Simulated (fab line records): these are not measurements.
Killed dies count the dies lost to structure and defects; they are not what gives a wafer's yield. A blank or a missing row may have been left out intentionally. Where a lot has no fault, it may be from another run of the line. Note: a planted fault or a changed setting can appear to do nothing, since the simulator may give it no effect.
Split-lot study | flow berkeley-cmos170 | 23 wafers read from 5 lots, route of 331 steps

== ON THE SPLIT ==
At UCB170_V1_ETCH_14 (etches SiO2 in CHF3/CF4/Ar, stops on Al, target depth 1250 nm, time 291 s), the setting rf-w was moved away from the recipe's 700 W on 5 of the 23 wafers read, by +9.7% to +11.7%. All remaining wafers had this setting at the recipe value.

The reading comes from the split's own step.

== THE READING ==
KrF_of_V1_COAT_07.thk-nm (the simulator's own value, which no gauge read), in nm, at UCB170_V1_ETCH_14 (etches SiO2 in CHF3/CF4/Ar, stops on Al, target depth 1250 nm, time 291 s). The file gives no usual value for it. Across the 18 wafers here that went through the recipe, the average is 609.4 nm and the standard deviation 3.8 nm.

wafer  | tool, chamber at the split | rf-w as run, W | against the recipe | KrF_of_V1_COAT_07.thk-nm, nm | against lot-mates on the recipe
L074.1 | rie-diel-01, 0             | 700            | recipe             | 604.1                        | -
L074.2 | rie-diel-01, 2             | 700            | recipe             | 608.6                        | -
L074.4 | rie-diel-01, 1             | 700            | recipe             | 611                          | -
L074.5 | rie-diel-01, 2             | 700            | recipe             | 607.5                        | -
L074.6 | rie-diel-01, 3             | 700            | recipe             | 605.7                        | -
L076.1 | rie-diel-04, 2             | 700            | recipe             | 610                          | -
L076.2 | rie-diel-04, 3             | 767.7          | +9.7%              | 586.7                        | -20.5
L076.3 | rie-diel-04, 1             | 700            | recipe             | 604.5                        | -
L076.5 | rie-diel-04, 1             | 767.7          | +9.7%              | 592.6                        | -14.6
L076.6 | rie-diel-04, 2             | 767.7          | +9.7%              | 594.7                        | -12.5
L083.1 | rie-diel-02, 1             | 700            | recipe             | 612                          | -
L083.2 | rie-diel-02, 3             | 700            | recipe             | 605.2                        | -
L083.3 | rie-diel-02, 2             | 700            | recipe             | 608.6                        | -
L083.5 | rie-diel-02, 3             | 700            | recipe             | 606.6                        | -
L083.6 | rie-diel-02, 2             | 700            | recipe             | 607.6                        | -
L085.1 | rie-diel-01, 0             | 700            | recipe             | 613.7                        | -
L085.2 | rie-diel-01, 3             | 700            | recipe             | 616.3                        | -
L085.4 | rie-diel-01, 2             | 700            | recipe             | 616.9                        | -
L084.1 | rie-diel-04, 3             | 700            | recipe             | 607.4                        | -
L084.2 | rie-diel-04, 0             | 700            | recipe             | 613.6                        | -
L084.3 | rie-diel-04, 2             | 781.7          | +11.7%             | 599.9                        | -10.6
L084.4 | rie-diel-04, 1             | 781.7          | +11.7%             | 595.6                        | -14.9
L084.5 | rie-diel-04, 0             | 700            | recipe             | 610.5                        | -

FIT RESULTS
A straight line over all 23 wafers: KrF_of_V1_COAT_07.thk-nm changes by -1.43 nm for each +1% of rf-w; r = -0.83; the points scatter about the line by 4.4 nm.
The same after taking each lot's own level away (the mean of its wafers on the recipe; 23 wafers): -1.37 nm for each +1%; r = -0.90; scatter 2.9 nm.
The reading moves by 16 nm for the largest change in rf-w, on that fit.
Across the lots, their own levels run from 607.25 to 615.63 nm, a range of 2.2 times the standard deviation given above.
Hence the lot-to-lot level has little effect on the slope; both slopes agree.
Check: with one of the wafers moved furthest among these (+11.7%) left out of the fit, the line predicts -17.8 nm for it against its lot-mates. It came out at -10.6 nm against them.

== OTHER SPLITS APPLIED TO THESE WAFERS ==
These wafers also went through other splits before the reading. Each is held against what the fit with the lots' levels taken away leaves over:
other split on the same wafers       | wafers away from the commonest value | r with KrF_of_V1_COAT_07.thk-nm (lot level and that fit taken away)
UCB170_NLDD_IMPLANT_09 dose-cm2      | 6                                    | +0.10
UCB170_NSD_PEB_04 peb-temp-c         | 6                                    | -0.11
UCB170_BACKSIDE_COAT_01 spin-rpm     | 10                                   | -0.27
UCB170_SILICIDE_SPUTTER_01 power-w   | 10                                   | +0.29
UCB170_CONTACT_COAT_04 resist-thk-nm | 11                                   | -0.01
UCB170_M1_COAT_04 spin-rpm           | 7                                    | -0.13
UCB170_M1_ETCH_11 source-w           | 9                                    | -0.29
UCB170_V1_CVD_00 time-s              | 10                                   | -0.02

== FILE'S OWN FIT ==
KrF_of_V1_COAT_07.thk-nm changes by -1.32 nm for each +1% of rf-w, r = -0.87.
